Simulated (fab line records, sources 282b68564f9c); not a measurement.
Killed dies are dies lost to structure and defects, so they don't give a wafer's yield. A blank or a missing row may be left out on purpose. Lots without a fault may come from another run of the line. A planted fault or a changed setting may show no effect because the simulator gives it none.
fab line records | flow rit_cmos
record lots=13 wafers=39 last_day=8
route steps=202 shown ACTIVE@9 M1@202
lots that met no fault: from a run of the same line without faults
start_h: hours from the record's first day to the start of the lot's first wafer shown | wait_h: hours since the lot's step before | " the same as in the row above | L1.1+2: a row that stands for several wafers | - no value, or no start given | * or withheld: withheld | < > ~ a bound
route shown NAME@n: a module of which the file shows steps, and the number in the route of the first | usual: mean/standard deviation of fault-free wafers | same: alike in all rows | chamber/n: place in a boat | sites: the reading at each site | _std_site: their standard deviation | _edge_site: outer sites' mean less inner sites' | radius_mm: how far each site lies from the wafer's centre | mask NAME#n: copy n | behind: the tool/chamber that last shaped the wafer | hold: why the lot was held/for how many hours/how that ended | device: the transistor (n, p or np) that didn't switch | end of line: the same wafers' tests at the end of the route | a step without rows: its recipe alone | killed: dies lost to structure and defects at the first sort, not the wafer's yield | map: a wafer's dies, x killed, . not, _ none there
set.NAME: the setting as run; set.NAME@STEP: as run at that earlier step | model.NAME: the simulator's own value behind a step, which no gauge read
steps of the route over a sample of lots; a table a step, a row a wafer
services: from which hour (start_h, from the record's first day; less than 0 if before it) a tool's chamber was out of use, for how many hours, and why
## steps
# step RIT_ACTIVE_EXPOSE_08
# recipe mask_id=M1 na=0.6 source_shape=conventional sigma_outer=0.6 target_cd_nm=1400 dose_mj=221.4
# columns lot.wafer tool chamber start_h wait_h mask
L816.4+5+6 iline_stepper-01 0 17.54 0.1 M1#0
L817.2+4+6 iline_stepper-02 0 19.77 0.2 M1#0
L818.3+5+6 iline_stepper-01 0 24.34 0.2 M1#0
L821.3+5+6 iline_stepper-02 0 39.08 0.1 M1#0
L822.3+4+5 iline_stepper-01 0 44.31 0.2 M1#0
L825.3+4+5 iline_stepper-01 0 59.08 0.1 M1_R1#0
L830.3+5+6 iline_stepper-02 0 84.20 0.2 M1#0
L831.1+2+5 iline_stepper-02 0 89.08 0.1 M1#0
L835.2+3+4 iline_stepper-01 0 110.38 0.2 M1#0
L836.2+3+4 iline_stepper-02 0 114.32 0.2 M1#0
L837.1+3+6 iline_stepper-01 0 120.34 0.2 M1#0
L838.1+4+5 iline_stepper-02 0 124.32 0.2 M1#0
L839.2+3+4 iline_stepper-01 0 130.17 0.2 M1#0
# step RIT_ACTIVE_CD_MEAS_11
# recipe target_cd_nm=1400
# usual cd_nm=1399.9/2.1
# columns lot.wafer tool chamber start_h wait_h cd_nm
L816.4 cd_sem-02 - 17.94 - 1401.7
L816.5 " - " " 1400.7
L816.6 " - " " 1401.0
L817.2 cd_sem-01 - 20.17 - 1404.2
L817.4 " - " " 1401.8
L817.6 " - " " 1402.5
L818.3 cd_sem-01 - 24.75 - 1396.4
L818.5 " - " " 1400.8
L818.6 " - " " 1398.9
L821.3 cd_sem-02 - 39.48 - 1402.8
L821.5 " - " " 1402.2
L821.6 " - " " 1402.0
L822.3 cd_sem-02 - 44.71 - 1400.6
L822.4 " - " " 1399.1
L822.5 " - " " 1399.2
L825.3 cd_sem-02 - 59.48 - 1277.2
L825.4 " - " " 1275.3
L825.5 " - " " 1275.4
L830.3 cd_sem-02 - 84.60 - 1396.9
L830.5 " - " " 1398.1
L830.6 " - " " 1399.4
L831.1 cd_sem-01 - 89.48 - 1399.8
L831.2 " - " " 1400.1
L831.5 " - " " 1398.7
L835.2 cd_sem-01 - 110.78 - 1397.8
L835.3 " - " " 1396.2
L835.4 " - " " 1396.4
L836.2 cd_sem-02 - 114.72 - 1399.0
L836.3 " - " " 1398.0
L836.4 " - " " 1398.4
L837.1 cd_sem-01 - 120.74 - 1403.4
L837.3 " - " " 1403.4
L837.6 " - " " 1401.5
L838.1 cd_sem-02 - 124.72 - 1400.7
L838.4 " - " " 1399.8
L838.5 " - " " 1402.7
L839.2 cd_sem-02 - 130.57 - 1397.9
L839.3 " - " " 1399.3
L839.4 " - " " 1397.5
# step RIT_M1_PROBE_99
# usual killed_at_contacts=0.1/0.25 killed_at_front_end=7/3.3 killed_dies=7/3.2 killed_open=3.6/2.2 killed_short=3.5/2
# same gross_dies=264 killed_at_M0_to_M3=0 killed_at_M4_up=0 killed_at_back_side=0 killed_at_other=0
# columns lot.wafer tool chamber start_h wait_h killed_at_contacts killed_at_front_end killed_dies killed_open killed_short
L825.4 prober-01 - 102.43 0.2 1 9 10 3 6
L825.5 prober-01 - 102.48 0.2 1 10 11 5 5
# killed by level:class
L825.4 FOX1:geometric_particle:open=2 FOX1:geometric_particle:short=1 FOX2:geometric_particle:short=1 GATE:geometric_particle:short=1 SPACER:geometric_particle:short=1 SILICIDE:geometric_particle:open=1 SILICIDE:geometric_particle:short=1 CONTACT:geometric_particle:short=1
L825.5 SPACER:geometric_particle:open=2 FOX2:geometric_particle:short=1 GATE:geometric_particle:short=1 GATE:geometric_particle:open=1 REOX:geometric_particle:short=1 SPACER:geometric_particle:short=1 SILICIDE:geometric_particle:open=1 SILICIDE:geometric_particle:short=1
## services
# columns tool chamber start_h hours kind
iline_stepper-02 0 8.42 - calibration
iline_stepper-02 - 66.17 2.1 pm
iline_stepper-02 - 68.25 - consumable_replace:lamp
iline_stepper-01 - 83.48 1.7 pm
iline_stepper-02 - 99.51 1.7 pm
## key
first_sign step=RIT_ACTIVE_EXPOSE_08 reading=mask direction=changed
effect step=RIT_ACTIVE_CD_MEAS_11 reading=cd_nm direction=down sigmas=60 usual=1399.9 struck=1276.0
met_at RIT_ACTIVE_EXPOSE_08
struck_lots L825
tester_left_out L825
onset_between 44.31 59.08
fault kind=wrong_mask tool=any chamber=- onset_h=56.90 steps=RIT_ACTIVE_EXPOSE_08 aux_copy=M1_R1#0 cd_offset_nm=-120 scope=struck_lots_only
# tester_left_out: of these lots the tester's yield and bins aren't shown, on N5 and GAA mostly nor the transistor test; their killed dies are dies lost to structure and defects alone, not to doping, threshold or leakage, so they don't give the yield
